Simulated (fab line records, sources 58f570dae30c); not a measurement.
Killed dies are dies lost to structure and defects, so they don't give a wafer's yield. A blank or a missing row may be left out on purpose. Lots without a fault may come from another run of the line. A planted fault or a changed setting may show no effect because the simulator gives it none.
Which tool did it? | flow berkeley_cmos170 | 14 lots, 42 wafers sampled, at 3 steps of a route of 331

WHAT THE GAUGES READ, wafer by wafer
UCB170_SDANNEAL_RS_MEAS_03: measures by four-point-probe. Usual: NSD_RS 37.20 ohm/sq, standard deviation 0.11.
lot  | measured     | on            | NSD_RS (ohm/sq)   | flag
L336 | day 7 12:42  | film_metro-02 | 37.11 37.32 37.23 |
L334 | day 7 12:52  | film_metro-01 | 37.04 37.08 36.94 |
L335 | day 7 13:16  | film_metro-02 | 37.22 37.25 37.24 |
L337 | day 8 00:22  | film_metro-01 | 37.04 37.01 37.03 |
L340 | day 9 05:24  | film_metro-03 | 37.03 37.07 37.14 |
L347 | day 10 12:56 | film_metro-03 | 37.30 37.20 37.25 |
L346 | day 10 13:33 | film_metro-03 | 37.29 37.31 37.27 |
L348 | day 11 06:19 | film_metro-01 | 37.07 37.14 37.12 |
L350 | day 11 15:53 | film_metro-02 | 37.38 37.37 37.52 |
L351 | day 11 17:07 | film_metro-01 | 37.24 37.35 37.31 |
L354 | day 12 03:27 | film_metro-01 | 37.14 37.19 37.24 |
L355 | day 12 23:44 | film_metro-01 | 37.04 37.05 37.22 |
L356 | day 12 23:49 | film_metro-02 | 37.16 37.24 37.25 |
L357 | day 13 00:13 | film_metro-01 | 37.05 37.02 37.02 |

UCB170_V1_CD_MEAS_90: target cd 700 nm. Usual: cd_nm 699.9 nm, standard deviation 1.7.
lot  | measured     | on        | cd_nm (nm)        | flag
L336 | day 8 02:02  | cd_sem-01 | 701.5 699.8 702.5 |
L334 | day 8 02:28  | cd_sem-01 | 700.3 698.1 697.8 |
L335 | day 8 06:23  | cd_sem-02 | 700.5 699.8 701.7 |
L337 | day 8 11:52  | cd_sem-01 | 700.7 699.0 702.9 |
L340 | day 9 17:05  | cd_sem-02 | 697.8 698.0 697.0 |
L347 | day 11 02:36 | cd_sem-02 | 696.9 696.5 699.0 |
L346 | day 11 03:22 | cd_sem-02 | 700.3 701.5 699.3 |
L348 | day 11 20:44 | cd_sem-02 | 699.8 701.6 699.2 |
L350 | day 12 04:17 | cd_sem-01 | 699.3 702.0 700.5 |
L351 | day 12 06:09 | cd_sem-01 | 700.7 700.0 704.2 |
L354 | day 12 14:59 | cd_sem-02 | 699.5 698.0 698.0 |
L355 | day 13 11:05 | cd_sem-01 | 697.1 699.5 697.8 |
L356 | day 13 12:16 | cd_sem-01 | 700.8 699.6 699.8 |
L357 | day 13 16:08 | cd_sem-02 | 697.7 695.9 696.8 |

UCB170_V2_BOW_MEAS_03. Usual: V2_BOW 37 um, standard deviation 7.4.
lot  | measured     | on            | V2_BOW (um) | flag
L336 | day 8 05:22  | film_metro-03 | 46 29 50    |
L334 | day 8 05:40  | film_metro-03 | 30 44 36    |
L335 | day 8 10:36  | film_metro-01 | 35 32 36    |
L337 | day 8 15:22  | film_metro-04 | 25 29 18    |
L340 | day 9 20:46  | film_metro-03 | 26 42 37    |
L347 | day 11 07:50 | film_metro-03 | 36 41 33    |
L346 | day 11 08:09 | film_metro-01 | 49 25 48    |
L348 | day 12 00:34 | film_metro-04 | 38 37 46    |
L350 | day 12 07:40 | film_metro-01 | 36 43 37    |
L351 | day 12 09:42 | film_metro-04 | 37 52 43    |
L354 | day 12 18:49 | film_metro-01 | 36 52 37    |
L355 | day 13 17:35 | film_metro-01 | 36 44 27    |
L356 | day 13 17:23 | film_metro-01 | 31 35 31    |
L357 | day 13 19:39 | film_metro-04 | 45 35 54    |

WHICH TOOL RAN EACH LOT (tool, then ch and the chambers of the sampled wafers, then the start)
The record holds no process step before these readings.

WHAT THE TOOLS THEMSELVES READ (means of the sampled wafers that have a number; where no wafer has one, the mark that the record gives instead)
The record holds no such reading with a usual standard deviation.

THE ANSWER, worked out from the rows above alone
Rule: a lot is off if the mean of its wafers that have a number lies more than 3 standard deviations from the usual mean. A lot without any number at a reading at which 4 lots or more have one is off too. The other lots that the step has rows for count as sound. The gauges are gone through in route order, then the tools' own readings, and for those a lot's mean is taken as printed above. The first step at which some lot is off is used, and at that step the reading that is off furthest; a lot without a number counts as furthest.
No lot is off at any reading shown: from this, nothing can be told.

WHAT THE SIMULATOR HAD PUT IN
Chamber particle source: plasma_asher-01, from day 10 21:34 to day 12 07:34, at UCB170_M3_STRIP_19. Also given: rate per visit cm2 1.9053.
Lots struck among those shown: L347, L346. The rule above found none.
